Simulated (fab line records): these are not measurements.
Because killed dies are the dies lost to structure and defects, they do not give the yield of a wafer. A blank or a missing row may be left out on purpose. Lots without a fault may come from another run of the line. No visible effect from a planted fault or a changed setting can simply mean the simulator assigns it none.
Split-lot study ; flow berkeleyCmos170 ; route with 331 steps; 5 lots, 23 wafers read

## SPLIT DETAILS
At UCB170_M1_COAT_04 (resist thk 900 nm), the setting spinRpm was moved away from the recipe's 1500 rpm on 7 of the 23 wafers read, by -7.1% to +5.0%. All remaining wafers had this setting at the recipe value.

## FROM THE SPLIT TO THE READING: what the file shows between them, 1 step
- UCB170_M1_ETCH_11: etches BARC in N2/H2 (also split here: pressureMtorr)

## THE READING
KrF_of_M1_COAT_04.thkNm (the simulator's own value, which no gauge read), in nm, at UCB170_M1_METAL_ETCH_12 (etches Al in Cl2/BCl3, stops on PSG, target depth 780 nm, time 130 s). The file does not state a usual value for it. Across the 16 wafers here that went through the recipe, the average is 437.1 nm and the standard deviation 4.4 nm.

wafer;tool, chamber at the split;spinRpm as run, rpm;against the recipe;KrF_of_M1_COAT_04.thkNm, nm;against lot-mates on the recipe
L074.1;lithoTrack-04, 0;1500;recipe;438.4;-
L074.3;lithoTrack-04, 0;1500;recipe;445.5;-
L074.4;lithoTrack-04, 0;1500;recipe;441;-
L077.1;lithoTrack-01, 0;1500;recipe;434;-
L077.2;lithoTrack-01, 0;1563;+4.2%;421.2;-12.0
L077.4;lithoTrack-01, 0;1500;recipe;432.7;-
L077.5;lithoTrack-01, 0;1563;+4.2%;425.3;-7.9
L077.6;lithoTrack-01, 0;1500;recipe;432.9;-
L081.1;lithoTrack-01, 0;1500;recipe;431.3;-
L081.2;lithoTrack-01, 0;1500;recipe;438.9;-
L081.4;lithoTrack-01, 0;1500;recipe;435.8;-
L081.5;lithoTrack-01, 0;1500;recipe;440.4;-
L081.6;lithoTrack-01, 0;1500;recipe;432.7;-
L083.1;lithoTrack-04, 0;1575;+5.0%;414.8;-18.7
L083.2;lithoTrack-04, 0;1575;+5.0%;409.4;-24.1
L083.4;lithoTrack-04, 0;1500;recipe;432.2;-
L083.5;lithoTrack-04, 0;1575;+5.0%;413;-20.5
L083.6;lithoTrack-04, 0;1500;recipe;434.8;-
L085.1;lithoTrack-04, 0;1500;recipe;442;-
L085.2;lithoTrack-04, 0;1393;-7.1%;466.7;+25.7
L085.3;lithoTrack-04, 0;1500;recipe;444.8;-
L085.4;lithoTrack-04, 0;1500;recipe;436.1;-
L085.5;lithoTrack-04, 0;1393;-7.1%;480.3;+39.3

THE FIT
A straight line over all 23 wafers: KrF_of_M1_COAT_04.thkNm changes by -4.77 nm for each +1% of spinRpm; r = -0.95; the points scatter about the line by 4.9 nm.
The same after taking each lot's own level away (the mean of its wafers on the recipe; 23 wafers): -4.11 nm for each +1%; r = -0.95; scatter 4.1 nm.
That fit puts the effect of the largest move of spinRpm on the reading at 29 nm.
Measured against the standard deviation above, the lots' own levels, which go from 433.20 to 441.63 nm, span 1.9 times it.
So the lot-to-lot level changes the slope: the two fits differ.
Check: for one of the wafers moved furthest among these (-7.1%), held out of the fit, the line's prediction against its lot-mates is +32.2 nm. Against them it came out at +25.7 nm.

## OTHER SPLITS ON THESE WAFERS
Other splits were also applied to these wafers ahead of the reading. Each is held against what the fit with the lots' levels taken away leaves over:
other split on the same wafers;wafers away from the commonest value;r with KrF_of_M1_COAT_04.thkNm (lot level and that fit taken away)
UCB170_CONTACT_EXPOSE_12 doseMj;9;-0.40
UCB170_M1_ETCH_11 pressureMtorr;18;+0.03

## THE WHOLE CHAIN: every reading that the file lists as answering this split, in the file's order
step;what it does;reading;change (the file's fit);r (the file's)
UCB170_M1_COAT_04;resist thk 900 nm;KrF_of_M1_COAT_04.thkNm (the simulator's own value, which no gauge read);-4.61 nm for each +1% of the setting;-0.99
UCB170_M1_METAL_ETCH_12;etches Al in Cl2/BCl3, stops on PSG, target depth 780 nm, time 130 s;KrF_of_M1_COAT_04.thkNm (the simulator's own value, which no gauge read);-4.05 nm for each +1% of the setting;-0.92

## THE FILE'S OWN FIT
KrF_of_M1_COAT_04.thkNm changes by -4.05 nm for each +1% of spinRpm, r = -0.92.
